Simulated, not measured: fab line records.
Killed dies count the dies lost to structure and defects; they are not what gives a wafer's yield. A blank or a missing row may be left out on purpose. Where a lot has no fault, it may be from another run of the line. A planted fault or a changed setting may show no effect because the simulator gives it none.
fab line records	flow rit-cmos
[record] lots = 15	wafers = 45	last-day = 7
route steps=202 shown NLDD@111 M1@202
lots that met no fault: taken from a fault-free run of the same line
start-h: the number of hours between the record's first day and the start of the first shown wafer of the lot	wait-h: hours elapsed since this lot's preceding step	" unchanged from the row above	L1.1+2: a row that stands for several wafers	- value missing, or start not given	* or withheld: withheld	< > ~ a bound
route shown NAME@n: a module of which the file shows steps, and the number in the route of the first	usual: mean/standard deviation taken from wafers without a fault	same: alike in all rows	chamber/n: place in a boat	sites: the reading at each site	_std_site: how widely they spread, as a standard deviation	_edge_site: outer sites' mean less inner sites'	radius-mm: how far each site lies from the wafer's centre	mask NAME#n: copy n	behind: the most recent tool/chamber to have shaped the wafer	hold: the reason the lot was held/the length of the hold in hours/how it ended	device: the n, p or np transistor that did not switch	end of line: the same wafers' tests at the end of the route	for a step that has no rows: nothing shown but its recipe	killed: dies lost to structure and defects at the first sort, not the wafer's yield	map: a wafer's dies, x killed, . not, _ none there
set.NAME: the setting that was run; set.NAME@STEP: the one run at that earlier step	model.NAME: the simulator's own value behind a step, which no gauge read
one table for each step of the route and one row for each wafer, over a sample of lots
services: from which hour (start-h, from the record's first day; less than 0 if before it) a tool's chamber was out of use, for how many hours, and why
[[steps]]
[step RIT_NLDD_IMPLANT_08]
[recipe] species = P	energy-kev = 20	dose-cm2 = 5e+14	tilt-deg = 7
[usual] beam-on-s = 10.00/0.19	dose-ions-cm2 = 5.001e+14/4.9e+11	faraday-current-uA = 1571/29
lot.wafer	tool	chamber	start-h	wait-h	beam-on-s	dose-ions-cm2	faraday-current-uA
L108.2	implanter-04	0	43.65	0.1	10.16	5.003e+14	1548
L108.5	"	0	"	"	10.07	5.002e+14	1570
L108.6	"	0	"	"	10.15	4.999e+14	1540
L109.3	implanter-04	0	51.22	0.1	10.22	5.008e+14	1536
L109.4	"	0	"	"	10.11	5.005e+14	1558
L109.6	"	0	"	"	9.93	5.003e+14	1581
L110.1	implanter-01	0	56.03	0.1	10.05	4.991e+14	1564
L110.3	"	0	"	"	10.27	5.003e+14	1537
L110.6	"	0	"	"	9.87	4.994e+14	1585
L111.3	implanter-04	0	58.50	0.1	9.88	5.006e+14	1596
L111.4	"	0	"	"	10.09	5.008e+14	1560
L111.5	"	0	"	"	10.18	5.007e+14	1547
L112.3	implanter-04	0	66.50	0.1	9.93	4.995e+14	1586
L112.4	"	0	"	"	9.89	5.002e+14	1592
L112.5	"	0	"	"	9.69	4.994e+14	1623
L113.1	implanter-01	0	69.55	0.1	9.92	5.004e+14	1579
L113.2	"	0	"	"	10.20	5.002e+14	1547
L113.3	"	0	"	"	10.10	5e+14	1561
L114.2	implanter-01	0	77.72	0.1	9.74	4.999e+14	1618
L114.4	"	0	"	"	9.98	5.008e+14	1578
L114.5	"	0	"	"	9.94	5.005e+14	1578
L115.3	implanter-02	0	80.30	0.1	9.89	5.01e+14	1590
L115.5	"	0	"	"	10.08	5e+14	1562
L115.6	"	0	"	"	10.24	4.999e+14	1539
L116.2	implanter-02	0	87.76	0.1	10.10	4.996e+14	1551
L116.3	"	0	"	"	10.05	4.995e+14	1562
L116.4	"	0	"	"	9.84	5e+14	1596
L117.1	implanter-04	0	90.20	0.1	9.82	4.999e+14	1604
L117.5	"	0	"	"	9.92	5.006e+14	1582
L117.6	"	0	"	"	10.31	5.006e+14	1529
L120.2	implanter-01	0	107.08	0.1	10.05	5.001e+14	1561
L120.5	"	0	"	"	9.96	5.003e+14	1580
L120.6	"	0	"	"	9.93	5.002e+14	1570
L122.2	implanter-01	0	116.56	0.1	9.95	5.004e+14	1579
L122.3	"	0	"	"	9.83	5.004e+14	1600
L122.6	"	0	"	"	10.22	4.997e+14	1534
L125.3	implanter-01	0	131.51	0.1	9.99	5.003e+14	1571
L125.4	"	0	"	"	9.93	5.002e+14	1579
L125.5	"	0	"	"	9.88	4.993e+14	1585
L125.3	implanter-01	0	131.83	0.3	10.08	5.01e+14	1561
L125.4	"	0	"	"	10.18	4.999e+14	1541
L125.5	"	0	"	"	9.79	5.007e+14	1596
L127.1	implanter-01	0	140.96	0.1	10.55	4.995e+14	1490
L127.4	"	0	"	"	9.81	4.991e+14	1601
L127.5	"	0	"	"	9.80	4.994e+14	1594
L127.1	implanter-01	0	141.28	0.3	10.24	4.996e+14	1532
L127.4	"	0	"	"	10.09	4.992e+14	1558
L127.5	"	0	"	"	9.93	4.988e+14	1577
L131.4	implanter-01	0	158.36	0.1	10.19	5.001e+14	1557
L131.5	"	0	"	"	10.05	5.002e+14	1555
L131.6	"	0	"	"	10.12	5.004e+14	1549
L131.4	implanter-01	0	158.68	0.3	10.14	4.99e+14	1551
L131.5	"	0	"	"	9.83	5.001e+14	1597
L131.6	"	0	"	"	9.87	5.002e+14	1590
[step RIT_NLDD_TW_MEAS_10]
[usual] NLDD_TW = 2466/27
lot.wafer	tool	chamber	start-h	wait-h	NLDD_TW
L108.2	film-metro-01	-	43.96	0.1	2460
L108.5	"	-	"	"	2465
L108.6	"	-	"	"	2459
L109.3	film-metro-02	-	51.51	0.1	2460
L109.4	"	-	"	"	2457
L109.6	"	-	"	"	2467
L110.1	film-metro-01	-	56.35	0.1	2433
L110.3	"	-	"	"	2438
L110.6	"	-	"	"	2434
L111.3	film-metro-02	-	58.80	0.1	2462
L111.4	"	-	"	"	2449
L111.5	"	-	"	"	2454
L112.3	film-metro-01	-	66.80	0.1	2429
L112.4	"	-	"	"	2437
L112.5	"	-	"	"	2436
L113.1	film-metro-03	-	69.88	0.1	2486
L113.2	"	-	"	"	2478
L113.3	"	-	"	"	2486
L114.2	film-metro-02	-	78.03	0.1	2476
L114.4	"	-	"	"	2474
L114.5	"	-	"	"	2462
L115.3	film-metro-03	-	80.59	0.1	2496
L115.5	"	-	"	"	2498
L115.6	"	-	"	"	2497
L116.2	film-metro-02	-	88.07	0.1	2459
L116.3	"	-	"	"	2470
L116.4	"	-	"	"	2458
L117.1	film-metro-01	-	90.52	0.1	2450
L117.5	"	-	"	"	2460
L117.6	"	-	"	"	2452
L120.2	film-metro-01	-	107.39	0.1	2432
L120.5	"	-	"	"	2459
L120.6	"	-	"	"	2453
L122.2	film-metro-03	-	116.87	0.1	2483
L122.3	"	-	"	"	2483
L122.6	"	-	"	"	2475
L125.3	film-metro-02	-	132.12	0.1	2967
L125.4	"	-	"	"	2961
L125.5	"	-	"	"	2958
L127.1	film-metro-01	-	141.61	0.1	2854
L127.4	"	-	"	"	2870
L127.5	"	-	"	"	2873
L131.4	film-metro-03	-	158.96	0.1	2971
L131.5	"	-	"	"	2938
L131.6	"	-	"	"	2954
[step RIT_SDANNEAL_RS_MEAS_07]
[recipe] thk-meas-gauge = four-point-probe
[usual] NLDD_RS = 151.6/0.4
lot.wafer	tool	chamber	start-h	wait-h	NLDD_RS[ohm/sq]
L108.2	film-metro-01	-	52.10	0.1	151.6
L108.5	"	-	"	"	151.7
L108.6	"	-	"	"	151.8
L109.3	film-metro-01	-	59.23	0.1	151.8
L109.4	"	-	"	"	151.5
L109.6	"	-	"	"	151.5
L110.1	film-metro-03	-	65.06	0.1	150.3
L110.3	"	-	"	"	151.4
L110.6	"	-	"	"	151.0
L111.3	film-metro-03	-	67.06	0.1	151.0
L111.4	"	-	"	"	152.0
L111.5	"	-	"	"	151.2
L112.3	film-metro-01	-	75.42	0.1	151.8
L112.4	"	-	"	"	151.5
L112.5	"	-	"	"	152.0
L113.1	film-metro-03	-	77.61	0.1	151.0
L113.2	"	-	"	"	151.2
L113.3	"	-	"	"	151.0
L114.2	film-metro-03	-	86.52	0.1	151.3
L114.4	"	-	"	"	151.2
L114.5	"	-	"	"	151.7
L115.3	film-metro-03	-	89.33	0.1	151.5
L115.5	"	-	"	"	151.4
L115.6	"	-	"	"	151.3
L116.2	film-metro-01	-	95.72	0.1	151.3
L116.3	"	-	"	"	151.5
L116.4	"	-	"	"	151.8
L117.1	film-metro-02	-	98.27	0.1	151.4
L117.5	"	-	"	"	151.4
L117.6	"	-	"	"	151.2
L120.2	film-metro-01	-	116.61	0.1	152.0
L120.5	"	-	"	"	151.8
L120.6	"	-	"	"	151.7
L122.2	film-metro-01	-	125.75	0.1	151.9
L122.3	"	-	"	"	151.5
L122.6	"	-	"	"	151.1
L125.3	film-metro-01	-	140.16	0.1	86.9
L125.4	"	-	"	"	86.8
L125.5	"	-	"	"	86.9
L127.1	film-metro-03	-	149.95	0.1	86.8
L127.4	"	-	"	"	86.9
L127.5	"	-	"	"	86.8
L131.4	film-metro-03	-	167.81	0.1	86.4
L131.5	"	-	"	"	86.5
L131.6	"	-	"	"	86.5
[step RIT_M1_PROBE_99]
[usual] killed-at-contacts = 0.0/0.2	killed-at-front-end = 7.2/2.5	killed-dies = 7.3/2.5	killed-open = 3.8/1.9	killed-short = 3.5/1.8
[same] gross-dies = 264	killed_at_M0_to_M3 = 0	killed_at_M4_up = 0	killed-at-back-side = 0	killed-at-other = 0
lot.wafer	tool	chamber	start-h	wait-h	killed-at-contacts	killed-at-front-end	killed-dies	killed-open	killed-short
L116.2	prober-01	-	103.08	0.1	0	6	6	3	3
L116.3	prober-01	-	103.13	0.2	0	6	6	6	0
L116.4	prober-01	-	103.18	0.2	1	6	7	5	2
L117.1	prober-02	-	105.47	0.1	0	7	7	4	3
L117.5	prober-02	-	105.67	0.2	0	3	3	2	1
L117.6	prober-02	-	105.72	0.2	0	5	5	5	0
L131.4	prober-01	-	176.55	0.2	0	9	9	4	5
L131.5	prober-01	-	176.60	0.2	0	4	4	3	1
L131.6	prober-01	-	176.65	0.2	0	4	4	2	2
// killed by level:class
L116.2 FOX1:geometric-particle:open=1 FOX2:geometric-particle:open=1 GATE:geometric-particle:short=1 GATE:geometric-particle:open=1 REOX:geometric-particle:short=1 SILICIDE:geometric-particle:short=1
L116.3 FOX2:geometric-particle:open=2 REOX:geometric-particle:open=2 FOX1:geometric-particle:open=1 GATE:geometric-particle:open=1
L116.4 GATE:geometric-particle:open=2 REOX:geometric-particle:open=2 REOX:geometric-particle:short=1 SILICIDE:geometric-particle:short=1 CONTACT:geometric-particle:open=1
L117.1 SILICIDE:geometric-particle:open=2 FOX1:geometric-particle:short=1 GATE:geometric-particle:open=1 GATE:geometric-particle:short=1 REOX:geometric-particle:open=1 SILICIDE:geometric-particle:short=1
L117.5 FOX1:geometric-particle:open=1 REOX:geometric-particle:open=1 REOX:geometric-particle:short=1
L117.6 SPACER:geometric-particle:open=2 FOX1:geometric-particle:open=1 GATE:geometric-particle:open=1 SILICIDE:geometric-particle:open=1
L131.4 FOX1:geometric-particle:short=3 FOX2:geometric-particle:open=2 FOX2:geometric-particle:short=1 GATE:geometric-particle:open=1 REOX:geometric-particle:short=1 SILICIDE:geometric-particle:open=1
L131.5 REOX:geometric-particle:open=2 FOX2:geometric-particle:open=1 GATE:geometric-particle:short=1
L131.6 FOX1:geometric-particle:open=1 FOX2:geometric-particle:short=1 GATE:geometric-particle:short=1 SPACER:geometric-particle:open=1
[[services]]
tool	chamber	start-h	hours	kind
implanter-01	-	36.80	3.0	repair
implanter-04	-	44.46	2.6	repair
implanter-02	-	49.55	4.1	pm
implanter-01	-	87.16	1.8	repair
implanter-01	-	96.89	0.7	repair
implanter-04	-	125.63	4.2	pm
implanter-04	-	133.28	2.0	repair
[[key]]
[first-sign] step = RIT_NLDD_IMPLANT_08	reading = visit	direction = added
[effect] step = RIT_NLDD_TW_MEAS_10	reading = NLDD_TW	direction = up	sigmas = 17	usual = 2466	struck = 2928
[effect] step = RIT_SDANNEAL_RS_MEAS_07	reading = NLDD_RS	direction = down	sigmas = 99+	usual = 151.6	struck = 86.7
met-at RIT_NLDD_IMPLANT_08
struck-lots L125,L127,L131
tester-left-out L125,L127,L131
[fault] kind = repeated-step-whole	tool = implanter-01,implanter-02,implanter-04	chamber = -	onset-h = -	steps = RIT_NLDD_IMPLANT_08	times = 1	scope = struck-lots-only
// tester-left-out: of these lots the tester's yield and bins aren't shown, on N5 and GAA mostly nor the transistor test; their killed dies are dies lost to structure and defects alone, not to doping, threshold or leakage, so they don't give the yield
